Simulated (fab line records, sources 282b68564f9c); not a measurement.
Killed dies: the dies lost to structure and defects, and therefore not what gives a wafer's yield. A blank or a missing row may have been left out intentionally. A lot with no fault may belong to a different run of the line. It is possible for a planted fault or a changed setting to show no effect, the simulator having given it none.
fab line records || flow rit_cmos
record: {"lots": 13, "wafers": 39, "last_day": 7}
route steps=202 shown NRETRO@56 M1@202
lots untouched by any fault: they come from a run of this same line in which no faults occurred
start_h: start of the lot's first displayed wafer, in hours after the record's first day || wait_h: hours from the lot's prior step to this one || " repeats the value in the row above || L1.1+2: several wafers, shown together as one row || - value missing, or start not given || * or withheld: withheld || < > ~ a bound
route shown NAME@n: a module of which the file shows steps, and the number in the route of the first || usual: mean/standard deviation taken from wafers without a fault || same: alike in all rows || chamber/n: place in a boat || sites: per-site readings || _std_site: how widely they spread, as a standard deviation || _edge_site: mean of outer sites minus mean of inner sites || radius_mm: how far each site lies from the wafer's centre || mask NAME#n: copy n || behind: the tool/chamber that last shaped the wafer || hold: why the lot was held/for how many hours/how that ended || device: the n, p or np transistor that did not switch || end of line: tests run on the same wafers once the route is complete || where a step has no rows: the recipe by itself || killed: the dies lost at the first sort to structure and to defects; this is not the yield of the wafer || map: a wafer's dies, marking killed ones x, the rest . and places with no die _
set.NAME: setting as actually run; set.NAME@STEP: the setting as run at that earlier step || model.NAME: the simulator's own value behind a step, which no gauge read
steps of the route over a sample of lots; a table a step, a row a wafer
services: a tool's chamber out of use, with start hour (start_h, from the record's first day; less than 0 if before it), hours out, and reason
== steps ==
step: RIT_NRETRO_EXPOSE_03
recipe: {"mask_id": "M4", "na": 0.57, "target_cd_nm": 43900, "dose_mj": 250}
usual: {"exposure_dose_mJ_cm2": "249.99/0.28"}
{"lot.wafer": "L899.2", "tool": "iline_stepper-01", "chamber": 0, "start_h": 28.97, "wait_h": 0.1, "mask": "M4#0", "exposure_dose_mJ_cm2": 249.90}
{"lot.wafer": "L899.4", "tool": "iline_stepper-01", "chamber": 0, "start_h": 28.97, "wait_h": 0.1, "mask": "M4#0", "exposure_dose_mJ_cm2": 250.16}
{"lot.wafer": "L899.5", "tool": "iline_stepper-01", "chamber": 0, "start_h": 28.97, "wait_h": 0.1, "mask": "M4#0", "exposure_dose_mJ_cm2": 250.12}
{"lot.wafer": "L902.1", "tool": "iline_stepper-02", "chamber": 0, "start_h": 44.20, "wait_h": 0.2, "mask": "M4#0", "exposure_dose_mJ_cm2": 250.15}
{"lot.wafer": "L902.3", "tool": "iline_stepper-02", "chamber": 0, "start_h": 44.20, "wait_h": 0.2, "mask": "M4#0", "exposure_dose_mJ_cm2": 250.17}
{"lot.wafer": "L902.6", "tool": "iline_stepper-02", "chamber": 0, "start_h": 44.20, "wait_h": 0.2, "mask": "M4#0", "exposure_dose_mJ_cm2": 250.62}
{"lot.wafer": "L903.2", "tool": "iline_stepper-01", "chamber": 0, "start_h": 49.22, "wait_h": 0.2, "mask": "M4#0", "exposure_dose_mJ_cm2": 250.20}
{"lot.wafer": "L903.5", "tool": "iline_stepper-01", "chamber": 0, "start_h": 49.22, "wait_h": 0.2, "mask": "M4#0", "exposure_dose_mJ_cm2": 250.06}
{"lot.wafer": "L903.6", "tool": "iline_stepper-01", "chamber": 0, "start_h": 49.22, "wait_h": 0.2, "mask": "M4#0", "exposure_dose_mJ_cm2": 249.90}
{"lot.wafer": "L905.1", "tool": "iline_stepper-02", "chamber": 0, "start_h": 58.42, "wait_h": 0.1, "mask": "M4#0", "exposure_dose_mJ_cm2": 250.23}
{"lot.wafer": "L905.4", "tool": "iline_stepper-02", "chamber": 0, "start_h": 58.42, "wait_h": 0.1, "mask": "M4#0", "exposure_dose_mJ_cm2": 250.16}
{"lot.wafer": "L905.6", "tool": "iline_stepper-02", "chamber": 0, "start_h": 58.42, "wait_h": 0.1, "mask": "M4#0", "exposure_dose_mJ_cm2": 249.85}
{"lot.wafer": "L906.3", "tool": "iline_stepper-01", "chamber": 0, "start_h": 64.11, "wait_h": 0.2, "mask": "M4_R1#0", "exposure_dose_mJ_cm2": 249.79}
{"lot.wafer": "L906.4", "tool": "iline_stepper-01", "chamber": 0, "start_h": 64.11, "wait_h": 0.2, "mask": "M4_R1#0", "exposure_dose_mJ_cm2": 249.98}
{"lot.wafer": "L906.5", "tool": "iline_stepper-01", "chamber": 0, "start_h": 64.11, "wait_h": 0.2, "mask": "M4_R1#0", "exposure_dose_mJ_cm2": 249.70}
{"lot.wafer": "L910.1", "tool": "iline_stepper-02", "chamber": 0, "start_h": 84.03, "wait_h": 0.2, "mask": "M4#0", "exposure_dose_mJ_cm2": 249.83}
{"lot.wafer": "L910.2", "tool": "iline_stepper-02", "chamber": 0, "start_h": 84.03, "wait_h": 0.2, "mask": "M4#0", "exposure_dose_mJ_cm2": 249.56}
{"lot.wafer": "L910.5", "tool": "iline_stepper-02", "chamber": 0, "start_h": 84.03, "wait_h": 0.2, "mask": "M4#0", "exposure_dose_mJ_cm2": 249.93}
{"lot.wafer": "L913.1", "tool": "iline_stepper-01", "chamber": 0, "start_h": 98.63, "wait_h": 0.2, "mask": "M4#0", "exposure_dose_mJ_cm2": 250.33}
{"lot.wafer": "L913.2", "tool": "iline_stepper-01", "chamber": 0, "start_h": 98.63, "wait_h": 0.2, "mask": "M4#0", "exposure_dose_mJ_cm2": 249.99}
{"lot.wafer": "L913.5", "tool": "iline_stepper-01", "chamber": 0, "start_h": 98.63, "wait_h": 0.2, "mask": "M4#0", "exposure_dose_mJ_cm2": 250.16}
{"lot.wafer": "L914.1", "tool": "iline_stepper-01", "chamber": 0, "start_h": 105.62, "wait_h": 0.1, "mask": "M4#0", "exposure_dose_mJ_cm2": 250.02}
{"lot.wafer": "L914.2", "tool": "iline_stepper-01", "chamber": 0, "start_h": 105.62, "wait_h": 0.1, "mask": "M4#0", "exposure_dose_mJ_cm2": 249.60}
{"lot.wafer": "L914.5", "tool": "iline_stepper-01", "chamber": 0, "start_h": 105.62, "wait_h": 0.1, "mask": "M4#0", "exposure_dose_mJ_cm2": 249.56}
{"lot.wafer": "L915.2", "tool": "iline_stepper-01", "chamber": 0, "start_h": 108.67, "wait_h": 0.2, "mask": "M4#0", "exposure_dose_mJ_cm2": 249.93}
{"lot.wafer": "L915.4", "tool": "iline_stepper-01", "chamber": 0, "start_h": 108.67, "wait_h": 0.2, "mask": "M4#0", "exposure_dose_mJ_cm2": 250.06}
{"lot.wafer": "L915.6", "tool": "iline_stepper-01", "chamber": 0, "start_h": 108.67, "wait_h": 0.2, "mask": "M4#0", "exposure_dose_mJ_cm2": 250.22}
{"lot.wafer": "L916.1", "tool": "iline_stepper-01", "chamber": 0, "start_h": 113.67, "wait_h": 0.1, "mask": "M4#0", "exposure_dose_mJ_cm2": 249.80}
{"lot.wafer": "L916.2", "tool": "iline_stepper-01", "chamber": 0, "start_h": 113.67, "wait_h": 0.1, "mask": "M4#0", "exposure_dose_mJ_cm2": 249.89}
{"lot.wafer": "L916.6", "tool": "iline_stepper-01", "chamber": 0, "start_h": 113.67, "wait_h": 0.1, "mask": "M4#0", "exposure_dose_mJ_cm2": 250.09}
{"lot.wafer": "L920.2", "tool": "iline_stepper-01", "chamber": 0, "start_h": 136.50, "wait_h": 0.2, "mask": "M4#0", "exposure_dose_mJ_cm2": 250.00}
{"lot.wafer": "L920.5", "tool": "iline_stepper-01", "chamber": 0, "start_h": 136.50, "wait_h": 0.2, "mask": "M4#0", "exposure_dose_mJ_cm2": 249.73}
{"lot.wafer": "L920.6", "tool": "iline_stepper-01", "chamber": 0, "start_h": 136.50, "wait_h": 0.2, "mask": "M4#0", "exposure_dose_mJ_cm2": 249.89}
{"lot.wafer": "L921.1", "tool": "iline_stepper-01", "chamber": 0, "start_h": 140.67, "wait_h": 0.1, "mask": "M4#0", "exposure_dose_mJ_cm2": 250.15}
{"lot.wafer": "L921.2", "tool": "iline_stepper-01", "chamber": 0, "start_h": 140.67, "wait_h": 0.1, "mask": "M4#0", "exposure_dose_mJ_cm2": 250.20}
{"lot.wafer": "L921.6", "tool": "iline_stepper-01", "chamber": 0, "start_h": 140.67, "wait_h": 0.1, "mask": "M4#0", "exposure_dose_mJ_cm2": 250.18}
{"lot.wafer": "L922.2", "tool": "iline_stepper-01", "chamber": 0, "start_h": 145.95, "wait_h": 0.1, "mask": "M4#0", "exposure_dose_mJ_cm2": 250.17}
{"lot.wafer": "L922.3", "tool": "iline_stepper-01", "chamber": 0, "start_h": 145.95, "wait_h": 0.1, "mask": "M4#0", "exposure_dose_mJ_cm2": 250.56}
{"lot.wafer": "L922.4", "tool": "iline_stepper-01", "chamber": 0, "start_h": 145.95, "wait_h": 0.1, "mask": "M4#0", "exposure_dose_mJ_cm2": 250.41}
step: RIT_M1_PROBE_99
usual: {"killed_at_M0_to_M3": "0.0/0.16", "killed_at_contacts": "0.1/0.25", "killed_at_front_end": "7/3.1", "killed_dies": "7/3.1", "killed_open": "3.6/2", "killed_short": "3.5/2"}
same: {"gross_dies": 264, "killed_at_M4_up": 0, "killed_at_back_side": 0, "killed_at_other": 0}
{"lot.wafer": "L910.1", "tool": "prober-01", "chamber": "-", "start_h": 113.02, "wait_h": 0.1, "killed_at_M0_to_M3": 0, "killed_at_contacts": 0, "killed_at_front_end": 6, "killed_dies": 6, "killed_open": 2, "killed_short": 4}
{"lot.wafer": "L910.2", "tool": "prober-01", "chamber": "-", "start_h": 113.07, "wait_h": 0.1, "killed_at_M0_to_M3": 1, "killed_at_contacts": 0, "killed_at_front_end": 10, "killed_dies": 11, "killed_open": 3, "killed_short": 8}
{"lot.wafer": "L910.5", "tool": "prober-01", "chamber": "-", "start_h": 113.22, "wait_h": 0.2, "killed_at_M0_to_M3": 0, "killed_at_contacts": 0, "killed_at_front_end": 8, "killed_dies": 8, "killed_open": 5, "killed_short": 3}
{"lot.wafer": "L913.1", "tool": "prober-02", "chamber": "-", "start_h": 128.85, "wait_h": 0.1, "killed_at_M0_to_M3": 0, "killed_at_contacts": 0, "killed_at_front_end": 4, "killed_dies": 4, "killed_open": 1, "killed_short": 3}
{"lot.wafer": "L913.2", "tool": "prober-02", "chamber": "-", "start_h": 128.90, "wait_h": 0.1, "killed_at_M0_to_M3": 0, "killed_at_contacts": 0, "killed_at_front_end": 8, "killed_dies": 8, "killed_open": 3, "killed_short": 5}
{"lot.wafer": "L913.5", "tool": "prober-02", "chamber": "-", "start_h": 129.05, "wait_h": 0.2, "killed_at_M0_to_M3": 0, "killed_at_contacts": 0, "killed_at_front_end": 9, "killed_dies": 9, "killed_open": 3, "killed_short": 6}
{"lot.wafer": "L914.1", "tool": "prober-01", "chamber": "-", "start_h": 135.02, "wait_h": 0.1, "killed_at_M0_to_M3": 0, "killed_at_contacts": 0, "killed_at_front_end": 12, "killed_dies": 12, "killed_open": 8, "killed_short": 4}
{"lot.wafer": "L914.2", "tool": "prober-01", "chamber": "-", "start_h": 135.07, "wait_h": 0.1, "killed_at_M0_to_M3": 0, "killed_at_contacts": 0, "killed_at_front_end": 8, "killed_dies": 8, "killed_open": 4, "killed_short": 4}
{"lot.wafer": "L914.5", "tool": "prober-01", "chamber": "-", "start_h": 135.22, "wait_h": 0.2, "killed_at_M0_to_M3": 0, "killed_at_contacts": 0, "killed_at_front_end": 12, "killed_dies": 12, "killed_open": 6, "killed_short": 6}
{"lot.wafer": "L915.2", "tool": "prober-02", "chamber": "-", "start_h": 139.71, "wait_h": 0.1, "killed_at_M0_to_M3": 0, "killed_at_contacts": 0, "killed_at_front_end": 7, "killed_dies": 7, "killed_open": 7, "killed_short": 0}
{"lot.wafer": "L915.4", "tool": "prober-02", "chamber": "-", "start_h": 139.81, "wait_h": 0.2, "killed_at_M0_to_M3": 0, "killed_at_contacts": 0, "killed_at_front_end": 6, "killed_dies": 6, "killed_open": 3, "killed_short": 3}
{"lot.wafer": "L915.6", "tool": "prober-02", "chamber": "-", "start_h": 139.91, "wait_h": 0.2, "killed_at_M0_to_M3": 0, "killed_at_contacts": 0, "killed_at_front_end": 2, "killed_dies": 2, "killed_open": 1, "killed_short": 1}
{"lot.wafer": "L920.2", "tool": "prober-01", "chamber": "-", "start_h": 165.75, "wait_h": 0.1, "killed_at_M0_to_M3": 0, "killed_at_contacts": 0, "killed_at_front_end": 10, "killed_dies": 10, "killed_open": 2, "killed_short": 8}
{"lot.wafer": "L920.5", "tool": "prober-01", "chamber": "-", "start_h": 165.90, "wait_h": 0.2, "killed_at_M0_to_M3": 0, "killed_at_contacts": 0, "killed_at_front_end": 7, "killed_dies": 7, "killed_open": 5, "killed_short": 2}
{"lot.wafer": "L920.6", "tool": "prober-01", "chamber": "-", "start_h": 165.95, "wait_h": 0.2, "killed_at_M0_to_M3": 0, "killed_at_contacts": 0, "killed_at_front_end": 10, "killed_dies": 10, "killed_open": 6, "killed_short": 4}
{"lot.wafer": "L922.2", "tool": "prober-01", "chamber": "-", "start_h": 174.38, "wait_h": 0.1, "killed_at_M0_to_M3": 0, "killed_at_contacts": 0, "killed_at_front_end": 7, "killed_dies": 7, "killed_open": 4, "killed_short": 3}
{"lot.wafer": "L922.3", "tool": "prober-01", "chamber": "-", "start_h": 174.43, "wait_h": 0.2, "killed_at_M0_to_M3": 0, "killed_at_contacts": 0, "killed_at_front_end": 5, "killed_dies": 5, "killed_open": 3, "killed_short": 2}
{"lot.wafer": "L922.4", "tool": "prober-01", "chamber": "-", "start_h": 174.48, "wait_h": 0.2, "killed_at_M0_to_M3": 0, "killed_at_contacts": 0, "killed_at_front_end": 6, "killed_dies": 6, "killed_open": 3, "killed_short": 3}
killed by level:class
L910.1 FOX1:geometric_particle:open=2 FOX1:geometric_particle:short=1 GATE:geometric_particle:short=1 REOX:geometric_particle:short=1 SILICIDE:geometric_particle:short=1
L910.2 SPACER:geometric_particle:short=3 FOX1:geometric_particle:open=2 SILICIDE:geometric_particle:short=2 GATE:geometric_particle:short=1 REOX:geometric_particle:short=1 SPACER:geometric_particle:open=1 M1:geometric_particle:short=1
L910.5 GATE:geometric_particle:open=2 SILICIDE:geometric_particle:short=1 FOX2:geometric_particle:open=1 GATE:geometric_particle:short=1 REOX:geometric_particle:open=1 SPACER:geometric_particle:short=1 SPACER:geometric_particle:open=1
L913.1 GATE:geometric_particle:short=2 FOX2:geometric_particle:short=1 GATE:geometric_particle:open=1
L913.2 FOX1:geometric_particle:open=2 REOX:geometric_particle:short=2 FOX1:geometric_particle:short=1 FOX2:geometric_particle:short=1 GATE:geometric_particle:short=1 GATE:geometric_particle:open=1
L913.5 SPACER:geometric_particle:short=3 GATE:geometric_particle:short=2 FOX1:geometric_particle:open=1 FOX1:geometric_particle:short=1 GATE:geometric_particle:open=1 REOX:geometric_particle:open=1
L914.1 GATE:geometric_particle:open=6 REOX:geometric_particle:short=2 GATE:geometric_particle:short=1 REOX:geometric_particle:open=1 SPACER:geometric_particle:short=1 SILICIDE:geometric_particle:open=1
L914.2 GATE:geometric_particle:open=2 GATE:geometric_particle:short=2 REOX:geometric_particle:short=1 SPACER:geometric_particle:short=1 SPACER:geometric_particle:open=1 SILICIDE:geometric_particle:open=1
L914.5 GATE:geometric_particle:open=3 REOX:geometric_particle:short=2 SPACER:geometric_particle:short=2 SILICIDE:geometric_particle:short=2 REOX:geometric_particle:open=1 SPACER:geometric_particle:open=1 SILICIDE:geometric_particle:open=1
L915.2 FOX2:geometric_particle:open=2 GATE:geometric_particle:open=2 REOX:geometric_particle:open=1 SPACER:geometric_particle:open=1 SILICIDE:geometric_particle:open=1
L915.4 ACTIVE:geometric_particle:open=1 FOX2:geometric_particle:open=1 GATE:geometric_particle:open=1 GATE:geometric_particle:short=1 REOX:geometric_particle:short=1 SILICIDE:geometric_particle:short=1
L915.6 FOX1:geometric_particle:open=1 GATE:geometric_particle:short=1
L920.2 SILICIDE:geometric_particle:short=3 GATE:geometric_particle:short=2 FOX1:geometric_particle:short=1 GATE:geometric_particle:open=1 REOX:geometric_particle:short=1 SPACER:geometric_particle:short=1 SILICIDE:geometric_particle:open=1
L920.5 FOX1:geometric_particle:short=2 FOX2:geometric_particle:open=1 GATE:geometric_particle:open=1 REOX:geometric_particle:open=1 SPACER:geometric_particle:open=1 SILICIDE:geometric_particle:open=1
L920.6 REOX:geometric_particle:short=2 SPACER:geometric_particle:open=2 SILICIDE:geometric_particle:open=2 FOX1:geometric_particle:short=1 FOX1:geometric_particle:open=1 FOX2:geometric_particle:open=1 SILICIDE:geometric_particle:short=1
L922.2 GATE:geometric_particle:open=2 SPACER:geometric_particle:short=2 FOX1:geometric_particle:open=1 SPACER:geometric_particle:open=1 SILICIDE:geometric_particle:short=1
L922.3 FOX1:geometric_particle:open=1 GATE:geometric_particle:open=1 SPACER:geometric_particle:short=1 SILICIDE:geometric_particle:short=1 SILICIDE:geometric_particle:open=1
L922.4 FOX1:geometric_particle:short=1 FOX1:geometric_particle:open=1 GATE:geometric_particle:open=1 GATE:geometric_particle:short=1 REOX:geometric_particle:open=1 SPACER:geometric_particle:short=1
== services ==
{"tool": "iline_stepper-02", "chamber": "-", "start_h": 7.00, "hours": 1.7, "kind": "pm"}
{"tool": "iline_stepper-02", "chamber": "-", "start_h": 96.81, "hours": 14.0, "kind": "repair"}
{"tool": "iline_stepper-01", "chamber": "-", "start_h": 110.81, "hours": 1.7, "kind": "pm"}
== key ==
first_sign: {"step": "RIT_NRETRO_EXPOSE_03", "reading": "mask", "direction": "changed"}
effect none on later readings
met_at RIT_NRETRO_EXPOSE_03
struck_lots L906
tester_left_out L906
onset_between 49.22 64.11
fault: {"kind": "wrong_mask", "tool": "any", "chamber": "-", "onset_h": 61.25, "steps": "RIT_NRETRO_EXPOSE_03", "aux_copy": "M4_R1#0", "cd_offset_nm": 300, "scope": "struck_lots_only"}
tester_left_out: of these lots the tester's yield and bins aren't shown, on N5 and GAA mostly nor the transistor test; their killed dies are dies lost to structure and defects alone, not to doping, threshold or leakage, so they don't give the yield
